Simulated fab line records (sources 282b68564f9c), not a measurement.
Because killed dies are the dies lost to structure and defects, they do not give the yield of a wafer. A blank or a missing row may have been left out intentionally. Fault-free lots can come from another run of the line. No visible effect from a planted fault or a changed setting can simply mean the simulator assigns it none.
What tool caused it? | flow rit-cmos | 42 wafers from 14 lots sampled at 2 of the route's 202 steps

## WHAT EACH GAUGE READ, for each wafer
The record lacks any reading of a measuring or inspecting step that a usual standard deviation could be used to judge.

## EACH LOT AND THE TOOL THAT RAN IT (in order: tool; ch and the chambers of the sampled wafers; start)
lot  | RIT_CONTACT_COAT_03              | RIT_M1_PROBE_99
L625 | litho-track-02 ch 0, day 3 08:31 | prober-01, day 3 14:48
L626 | litho-track-03 ch 0, day 3 10:23 | prober-02, day 3 17:29
L627 | litho-track-02 ch 0, day 3 18:41 | prober-01, day 4 00:51
L628 | litho-track-03 ch 0, day 3 20:22 | prober-02, day 4 02:42
L629 | litho-track-03 ch 0, day 4 02:58 | prober-01, day 4 09:13
L630 | litho-track-02 ch 0, day 4 05:02 | prober-02, day 4 11:19
L631 | litho-track-03 ch 0, day 4 09:34 | prober-01, day 4 15:34
L632 | litho-track-01 ch 0, day 4 13:04 | prober-02, day 4 19:04
L634 | litho-track-02 ch 0, day 5 00:01 | prober-02, day 5 06:09
L636 | litho-track-02 ch 0, day 5 09:28 | prober-01, day 5 15:26
L643 | litho-track-03 ch 0, day 6 20:43 | prober-02, day 7 02:45
L646 | litho-track-01 ch 0, day 7 11:45 | prober-01, day 7 17:53
L647 | litho-track-01 ch 0, day 7 17:40 | prober-02, day 7 23:58
L648 | litho-track-02 ch 0, day 8 03:13 | prober-02, day 8 10:40
- RIT_CONTACT_COAT_03: resist thk 1000 nm.
- RIT_M1_PROBE_99

## AS READ BY THE TOOLS THEMSELVES (means over the sampled wafers that have a number; for cases with no such wafer, the mark the record gives instead)
RIT_CONTACT_COAT_03. Usual: spin-speed-rpm 3250.0 rpm, standard deviation 2.4.
lot  | tool           | spin-speed-rpm (rpm) | flag
L625 | litho-track-02 | 3251.3               |
L626 | litho-track-03 | 3250.3               |
L627 | litho-track-02 | 3250.2               |
L628 | litho-track-03 | 3249.0               |
L629 | litho-track-03 | 3247.4               |
L630 | litho-track-02 | 3251.1               |
L631 | litho-track-03 | 3251.5               |
L632 | litho-track-01 | 3248.6               |
L634 | litho-track-02 | 3338.1               | OFF
L636 | litho-track-02 | 3336.0               | OFF
L643 | litho-track-03 | 3249.1               |
L646 | litho-track-01 | 3248.4               |
L647 | litho-track-01 | 3250.1               |
L648 | litho-track-02 | 3247.3               |

RIT_M1_PROBE_99. Usual: killed_at_M0_to_M3 0.0, standard deviation 0.083; killed-at-contacts 0.1, standard deviation 0.24; killed-at-front-end 7.1, standard deviation 2.8; killed-dies 7.2, standard deviation 2.8; killed-on-rim 1.8, standard deviation 1.4; killed-open 3.6, standard deviation 2.1; killed-short 3.6, standard deviation 1.9.
lot  | tool      | killed_at_M0_to_M3 | killed-at-contacts | killed-at-front-end | killed-dies | killed-on-rim | killed-open | killed-short | flag
L625 | prober-01 | 0.0                | 0.0                | 7.7                 | 7.7         | 2.3           | 3.3         | 4.3          |
L626 | prober-02 | 0.0                | 0.0                | 8.7                 | 8.7         | 2.3           | 3.7         | 5.0          |
L627 | prober-01 | 0.0                | 0.0                | 9.7                 | 9.7         | 1.7           | 4.3         | 5.3          |
L628 | prober-02 | 0.0                | 0.3                | 6.3                 | 6.7         | 1.0           | 3.7         | 3.0          |
L629 | prober-01 | 0.0                | 0.0                | 6.7                 | 6.7         | 1.0           | 3.7         | 3.0          |
L630 | prober-02 | 0.0                | 0.3                | 5.3                 | 5.7         | 1.0           | 4.7         | 1.0          |
L631 | prober-01 | 0.0                | 0.0                | 4.7                 | 4.7         | 0.3           | 2.3         | 2.3          |
L632 | prober-02 | 0.0                | 0.3                | 7.0                 | 7.3         | 3.0           | 3.7         | 3.7          |
L634 | prober-02 | 0.0                | 0.0                | 5.0                 | 5.0         | 1.3           | 1.7         | 3.3          |
L636 | prober-01 | 0.0                | 0.0                | 5.0                 | 5.0         | 0.7           | 2.0         | 3.0          |
L643 | prober-02 | 0.0                | 0.3                | 9.7                 | 10.0        | 4.3           | 5.0         | 5.0          |
L646 | prober-01 | 0.0                | 0.0                | 7.7                 | 7.7         | 1.3           | 2.7         | 5.0          |
L647 | prober-02 | 0.0                | 0.0                | 6.7                 | 6.7         | 1.7           | 4.3         | 2.3          |
L648 | prober-02 | 0.3                | 0.3                | 6.7                 | 7.3         | 1.7           | 4.3         | 3.0          | OFF

## THE ANSWER, worked out from the rows above alone
Rule: take the mean of a lot's wafers that have a number; if it is more than 3 standard deviations from the usual mean, the lot is off. A lot without any number at a reading at which 4 lots or more have one is off too. Where the step has rows for the other lots, those lots are counted as sound. The gauges are gone through in route order, then the tools' own readings, and for those a lot's mean is taken as printed above. At the first step where some lot is off, the reading lying furthest off is the one used; lots without a number count as furthest.
Off: L634, L636 (RIT_CONTACT_COAT_03, spin-speed-rpm).
If a tool, at that step or one of the process steps before it, ran each lot that is off and ran no sound lot following the first of them, it fits. None of those tried fits.

## WHAT THE SIMULATOR PUT IN
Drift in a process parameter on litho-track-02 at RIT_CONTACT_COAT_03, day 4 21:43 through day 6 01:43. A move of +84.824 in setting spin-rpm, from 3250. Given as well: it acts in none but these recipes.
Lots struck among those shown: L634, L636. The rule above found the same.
